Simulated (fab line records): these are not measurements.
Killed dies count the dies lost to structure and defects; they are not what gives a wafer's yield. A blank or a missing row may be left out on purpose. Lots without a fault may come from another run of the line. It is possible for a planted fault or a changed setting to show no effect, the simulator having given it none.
Struck lot and sound lot, side by side    flow rit-cmos    18 out of 202 route steps
Sound: the wafers L817.1, L817.5, L817.6. The struck wafers were L826.1, L826.2, L826.3. The cause comes at the end.
Per side, at each step with rows, come the tool, then ch with its chambers, and then its first start. Under that, the readings that differ: sound wafers    struck wafers    difference of the means    sigmas: that difference in standard deviations of wafers without a fault.
alike: words and numbers the same on both sides, and readings whose means are apart by under 2 such deviations; not compared: readings that were withheld, readings missing a value for some wafer, numbers with overlapping values and no deviation given by the record, and bounds like >300 which may hide the same value.
The two part at a step that has a row with sigmas, a row that says differs or no value, or rows on one side only. Non-overlapping numbers with no deviation appear without sigmas and do not part them. A reading that every wafer of one side lacks parts them only if that side has two wafers or more.

first, 3 steps without rows for these wafers: RIT_ACTIVE_CLEAN_16 (cleans in dHF, time 30 s); RIT_ACTIVE_CLEAN_17 (cleans in SC2, time 600 s); RIT_FOX1_OXIDATION_00 (target thk 350.7 nm, ox time 1130 s).
RIT_FOX1_THK_MEAS_01:
  sound on film-metro-03, day 2 17:10; struck on film-metro-04, day 4 10:12
  alike: FOX1_OXIDE_THK
then, 2 steps without rows for these wafers: RIT_FOX1_WET_ETCH_02 (etches SiO2 in BOE, target depth 350 nm, time 390 s); RIT_FOX2_OXIDATION_00 (target thk 350.7 nm, ox time 1130 s).
RIT_FOX2_THK_MEAS_01:
  sound on film-metro-03, day 2 21:05; struck on film-metro-02, day 4 11:41
  alike: FOX2_OXIDE_THK
then, 2 steps without rows for these wafers: RIT_FOX2_CLEAN_02 (cleans in dHF, time 176.3 s); RIT_FOX2_WET_ETCH_03 (etches Si3N4 in H3PO4, target depth 195 nm, time 2700 s).
RIT_FOX2_THK_MEAS_90:
  sound on film-metro-03, day 2 22:02; struck on film-metro-02, day 4 12:43
  alike: FIELD_OXIDE_LEFT_1_THK
then, 2 steps without rows for these wafers: RIT_NWELL_HMDS_00 (prime time 60 s); RIT_NWELL_COAT_01 (resist thk 1300 nm).
RIT_NWELL_SOFTBAKE_02: time 60 s.
  sound on litho-track-04 ch 0, day 2 22:24; struck on litho-track-03 ch 0, day 4 13:05
reading                   sound              struck             difference  sigmas
heater-power-total-W (W)  34.60 34.60 34.54  28.54 28.63 28.54  -6.01       -99 or more
plate-temp-C (C)          90.19 90.12 89.98  78.74 78.89 78.96  -11.23      -86
then, 2 steps without rows for these wafers: RIT_NWELL_EXPOSE_03 (exposes mask M2, target cd 43900 nm); RIT_NWELL_PEB_04.
RIT_NWELL_DEVELOP_05: develop time 68 s.
  sound: litho-track-03 ch 0; struck: litho-track-04 ch 0
reading                                     sound           struck          difference  sigmas
model.NOVOLAK_of_NWELL_COAT_01.thk-nm (nm)  1295 1295 1294  1331 1330 1334  +37         
RIT_NWELL_OVL_MEAS_06:
  sound on overlay-02, day 2 23:06; struck on overlay-01, day 4 13:47
  alike: NWELL_OVL
RIT_M1_PROBE_99:
  sound on prober-01, day 4 14:37; struck on prober-02, day 6 01:34
  alike: killed-at-contacts, killed-at-front-end, killed-dies, killed-open, killed-short

== WHERE THEY PART ==
RIT_NWELL_SOFTBAKE_02 only, going by this record. Later steps at which nothing parts them and some readings are alike: RIT_NWELL_OVL_MEAS_06, RIT_M1_PROBE_99.

WHY: whatever the simulator had introduced
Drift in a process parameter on litho-track-03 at RIT_NWELL_SOFTBAKE_02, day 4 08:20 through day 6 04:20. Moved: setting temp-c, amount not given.
